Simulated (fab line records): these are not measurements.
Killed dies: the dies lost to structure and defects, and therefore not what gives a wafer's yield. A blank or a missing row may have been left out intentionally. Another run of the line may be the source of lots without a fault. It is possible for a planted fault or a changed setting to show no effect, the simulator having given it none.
Shared-tool check ; flow rit-cmos ; Sample size 16 lots and 48 wafers

## WHAT PROMPTED THE OPENING
4 of 16 lots carry a flag on the reading CONTACT_OVL at RIT_CONTACT_OVL_MEAS_09. No-fault wafers: 0.7 nm, standard deviation 1.3.
Rule: a lot is flagged in two cases, either no wafer of it has a number, or all its wafers with numbers fall more than 4 standard deviations from that mean. As for the other lots, they are considered sound.

lot;measured;on;CONTACT_OVL (nm), wafer by wafer;flag
L378;day 3 05:52;overlay-01;0.9 1.2 -0.7;
L379;day 3 14:30;overlay-02;1.3 3.0 2.0;
L380;day 3 18:53;overlay-02;1.1 1.6 -0.4;
L381;day 3 23:17;overlay-01;2.4 2.5 1.7;
L383;day 4 11:02;overlay-02;2.4 2.2 2.5;
L384;day 4 11:35;overlay-02;0.9 1.2 1.4;
L386;day 5 01:22;overlay-01;-1.6 -0.8 1.4;
L387;day 5 05:26;overlay-01;1.2 2.1 1.6;
L388;day 5 09:08;overlay-01;0.2 -0.4 0.5;
L389;day 5 14:00;overlay-02;1.1 -0.1 -0.4;
L393;day 6 10:28;overlay-02;130.0 130.9 132.3;FLAGGED
L394;day 6 14:04;overlay-02;0.5 2.9 0.7;
L395;day 6 21:31;overlay-01;130.9 130.0 129.7;FLAGGED
L396;day 7 01:34;overlay-02;132.5 130.8 132.6;FLAGGED
L397;day 7 05:29;overlay-02;1.2 1.6 1.0;
L398;day 7 12:36;overlay-01;129.9 129.0 129.6;FLAGGED
The numbers of the flagged lots are 130.7 nm on average: +130.0 nm against the usual, or +99 or more standard deviations.

## WHICH TOOL EACH LOT WENT THROUGH
2 process steps preceding the reading are held in the record, out of 202 steps in the route. Every cell lists first the tool, next ch and the chambers used by the sampled wafers, and last the start.
lot;flag;RIT_SILICIDE_RTA_04;RIT_CONTACT_EXPOSE_05
L378;;rtp-anneal-01 ch 0, day 3 04:30;iline-stepper-01 ch 0, day 3 05:14
L379;;rtp-anneal-01 ch 0, day 3 13:08;iline-stepper-01 ch 0, day 3 13:52
L380;;rtp-anneal-02 ch 0, day 3 17:23;iline-stepper-02 ch 0, day 3 18:14
L381;;rtp-anneal-01 ch 0, day 3 21:55;iline-stepper-02 ch 0, day 3 22:40
L383;;rtp-anneal-02 ch 0, day 4 09:32;iline-stepper-01 ch 0, day 4 10:23
L384;;rtp-anneal-02 ch 0, day 4 10:05;iline-stepper-02 ch 0, day 4 10:57
L386;;rtp-anneal-02 ch 0, day 4 23:47;iline-stepper-01 ch 0, day 5 00:40
L387;;rtp-anneal-01 ch 0, day 5 03:52;iline-stepper-02 ch 0, day 5 04:47
L388;;rtp-anneal-02 ch 0, day 5 07:46;iline-stepper-02 ch 0, day 5 08:31
L389;;rtp-anneal-01 ch 0, day 5 12:30;iline-stepper-01 ch 0, day 5 13:22
L393;FLAGGED;rtp-anneal-01 ch 0, day 6 09:07;iline-stepper-01 ch 0, day 6 09:52
L394;;rtp-anneal-02 ch 0, day 6 12:34;iline-stepper-02 ch 0, day 6 13:26
L395;FLAGGED;rtp-anneal-01 ch 0, day 6 19:55;iline-stepper-01 ch 0, day 6 20:52
L396;FLAGGED;rtp-anneal-02 ch 0, day 7 00:02;iline-stepper-01 ch 0, day 7 00:47
L397;;rtp-anneal-01 ch 0, day 7 03:59;iline-stepper-02 ch 0, day 7 04:52
L398;FLAGGED;rtp-anneal-02 ch 0, day 7 11:04;iline-stepper-01 ch 0, day 7 11:58
What these steps do:
- RIT_SILICIDE_RTA_04: time 10 s, ramp up 5 s, ramp down 5 s.
- RIT_CONTACT_EXPOSE_05: exposes mask M11, target cd 1000 nm.
- RIT_CONTACT_OVL_MEAS_09

## FLAGGED OVER TOTAL, TOOL BY TOOL (the gauges that took the reading come last)
step;tool;lots run;flagged;share of the flagged lots;sound lots run after its first flagged lot
RIT_SILICIDE_RTA_04;rtp-anneal-01;8;2;some;1 (L397)
RIT_SILICIDE_RTA_04;rtp-anneal-02;8;2;some;0
RIT_CONTACT_EXPOSE_05;iline-stepper-01;9;4;all;0
RIT_CONTACT_EXPOSE_05;iline-stepper-02;7;0;none;-
RIT_CONTACT_OVL_MEAS_09;overlay-01;7;2;some;0
RIT_CONTACT_OVL_MEAS_09;overlay-02;9;2;some;2 (L394,L397)

## WHAT THE TABLE ALLOWS
In the table, 1 row covers all flagged lots: iline-stepper-01 at RIT_CONTACT_EXPOSE_05.
- iline-stepper-01 at RIT_CONTACT_EXPOSE_05: 4 of its 9 lots flagged. It ran its last sound lot, L389, at day 5 13:22 and its first flagged lot, L393, at day 6 09:52: a fault with its onset between the two fits.
Just one tool remains: iline-stepper-01 at RIT_CONTACT_EXPOSE_05.

## WHAT THE SIMULATOR HAD INSERTED
Scanner matching overlay: iline-stepper-01, from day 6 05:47 on, at RIT_CONTACT_EXPOSE_05. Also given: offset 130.
Struck lots among those shown: L393, L395, L396, L398. This agrees with what the rule above found.
